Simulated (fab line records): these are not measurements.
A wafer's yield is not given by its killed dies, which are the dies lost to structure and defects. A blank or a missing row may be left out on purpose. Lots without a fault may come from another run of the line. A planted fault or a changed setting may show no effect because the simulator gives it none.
What tool caused it?    flow rit_cmos    39 wafers from 13 lots sampled at 4 of the route's 202 steps

## WHAT THE GAUGES SHOWED, per wafer
RIT_SILICIDE_RS_MEAS_02: measurement is done with a four-point probe.
lot   measured     on             SILICIDE_TI_RS (ohm/sq)
L254  day 3 09:02  film_metro-02  46.6 46.0 46.6
L255  day 3 16:19  film_metro-01  46.7 46.3 45.9
L256  day 3 22:27  film_metro-03  46.2 46.0 46.1
L257  day 4 04:03  film_metro-01  46.1 46.0 45.8
L258  day 4 06:02  film_metro-03  46.1 45.6 45.5
L259  day 4 13:54  film_metro-02  45.8 45.9 45.8
L260  day 4 18:55  film_metro-01  45.8 45.3 45.8
L261  day 4 21:15  film_metro-02  46.3 46.3 46.6
L263  day 5 09:31  film_metro-03  45.7 46.5 45.3
L270  day 6 16:26  film_metro-01  45.8 46.2 46.6
L272  day 7 09:10  film_metro-03  45.9 45.8 45.9
L274  day 7 17:07  film_metro-03  45.9 46.2 46.2
L275  day 7 22:41  film_metro-01  47.2 47.0 46.8

RIT_CONTACT_THK_MEAS_01.
lot   measured     on             CONTACT_TEOS_THK (nm)
L254  day 3 09:24  film_metro-03  401 405 408
L255  day 3 16:43  film_metro-02  401 404 407
L256  day 3 22:51  film_metro-04  395 404 396
L257  day 4 04:26  film_metro-04  398 399 403
L258  day 4 06:27  film_metro-02  401 404 401
L259  day 4 14:19  film_metro-02  401 398 402
L260  day 4 19:19  film_metro-04  391 399 407
L261  day 4 21:39  film_metro-04  399 405 407
L263  day 5 09:55  film_metro-03  403 405 407
L270  day 6 16:51  film_metro-03  217 405 407 217 405 407
L272  day 7 09:34  film_metro-02  394 399 407
L274  day 7 17:33  film_metro-02  392 398 399
L275  day 7 23:05  film_metro-03  389 396 401

## WHICH TOOL RAN EACH LOT (tool, then ch and the chambers of the sampled wafers, then the start)
lot   RIT_SILICIDE_RTA_06              RIT_CONTACT_CVD_00
L254  rtp_anneal-01 ch 0, day 3 09:17  pecvd-01 ch 0,1,2, day 3 09:21
L255  rtp_anneal-02 ch 0, day 3 16:35  pecvd-04 ch 0,1,2, day 3 16:40
L256  rtp_anneal-01 ch 0, day 3 22:44  pecvd-02 ch 0,1, day 3 22:47
L257  rtp_anneal-02 ch 0, day 4 04:20  pecvd-04 ch 1,2, day 4 04:23
L258  rtp_anneal-01 ch 0, day 4 06:20  pecvd-02 ch 0,1, day 4 06:24
L259  rtp_anneal-02 ch 0, day 4 14:11  pecvd-04 ch 0,1,2, day 4 14:16
L260  rtp_anneal-01 ch 0, day 4 19:13  pecvd-02 ch 1,2, day 4 19:16
L261  rtp_anneal-02 ch 0, day 4 21:32  pecvd-04 ch 1,2, day 4 21:35
L263  rtp_anneal-02 ch 0, day 5 09:48  pecvd-01 ch 0,1,2, day 5 09:52
L270  rtp_anneal-01 ch 0, day 6 16:44  pecvd-04 ch 0,1,2, day 6 16:48
L272  rtp_anneal-01 ch 0, day 7 09:27  pecvd-01 ch 0,2, day 7 09:31
L274  rtp_anneal-01 ch 0, day 7 17:25  pecvd-02 ch 0,2, day 7 17:29
L275  rtp_anneal-02 ch 0, day 7 22:59  pecvd-01 ch 0,2, day 7 23:02
- RIT_SILICIDE_RTA_06: time 10 s, ramp up 5 s, ramp down 10 s.
- RIT_CONTACT_CVD_00: deposits SiO2 from TEOS, target thk 400 nm, time 61 s.

## AS READ BY THE TOOLS THEMSELVES (means over the sampled wafers that have a number; for cases with no such wafer, the mark the record gives instead)
RIT_SILICIDE_RTA_06.
lot   tool           wafer_temp_C_max
L254  rtp_anneal-01  755.1
L255  rtp_anneal-02  754.4
L256  rtp_anneal-01  756.7
L257  rtp_anneal-02  753.9
L258  rtp_anneal-01  755.8
L259  rtp_anneal-02  753.4
L260  rtp_anneal-01  755.9
L261  rtp_anneal-02  753.6
L263  rtp_anneal-02  753.9
L270  rtp_anneal-01  757.0
L272  rtp_anneal-01  756.4
L274  rtp_anneal-01  755.1
L275  rtp_anneal-02  754.7

RIT_CONTACT_CVD_00.
lot   tool      heater_power_w (W)
L254  pecvd-01  305
L255  pecvd-04  339
L256  pecvd-02  412
L257  pecvd-04  290
L258  pecvd-02  353
L259  pecvd-04  348
L260  pecvd-02  405
L261  pecvd-04  353
L263  pecvd-01  320
L270  pecvd-04  333
L272  pecvd-01  344
L274  pecvd-02  345
L275  pecvd-01  336

## THE ANSWER, worked out from the rows above alone
Rule: usual is defined by the lots themselves. The widest of any qualifying gaps counts: lots, ordered by their means at a reading, are off when they make up no more than a third of the lots, leave a main group of 4 or more, and stand apart from it by 3 or more times the standard deviation of that group's means. The tables above print the reading to a certain number of digits; a main group whose means all agree to those digits is not used. Also off: a lot with no number at a reading for which 4 or more lots have one. All remaining lots with rows at the step are treated as sound. The gauges are gone through in route order, then the tools' own readings, and for those a lot's mean is taken as printed above. At the first step where some lot is off, the reading lying furthest off is the one used; lots without a number count as furthest.
Off: L270, seen at RIT_CONTACT_THK_MEAS_01 (CONTACT_TEOS_THK). Main group: mean 401 nm, sd 3.1.
If a tool, at a process step before that reading, ran all the lots that are off and no sound lot after the first of them, it fits. Those tools and the gauges at RIT_CONTACT_THK_MEAS_01 are tried in the same way. One fits: pecvd-04 at RIT_CONTACT_CVD_00. Its last sound lot is L261 (day 4 21:35), its first lot that is off L270 (day 6 16:48): a fault that began between those two fits.

## WHAT WAS PUT IN BY THE SIMULATOR
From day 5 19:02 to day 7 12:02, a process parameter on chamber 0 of pecvd-04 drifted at RIT_CONTACT_CVD_00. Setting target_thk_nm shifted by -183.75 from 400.
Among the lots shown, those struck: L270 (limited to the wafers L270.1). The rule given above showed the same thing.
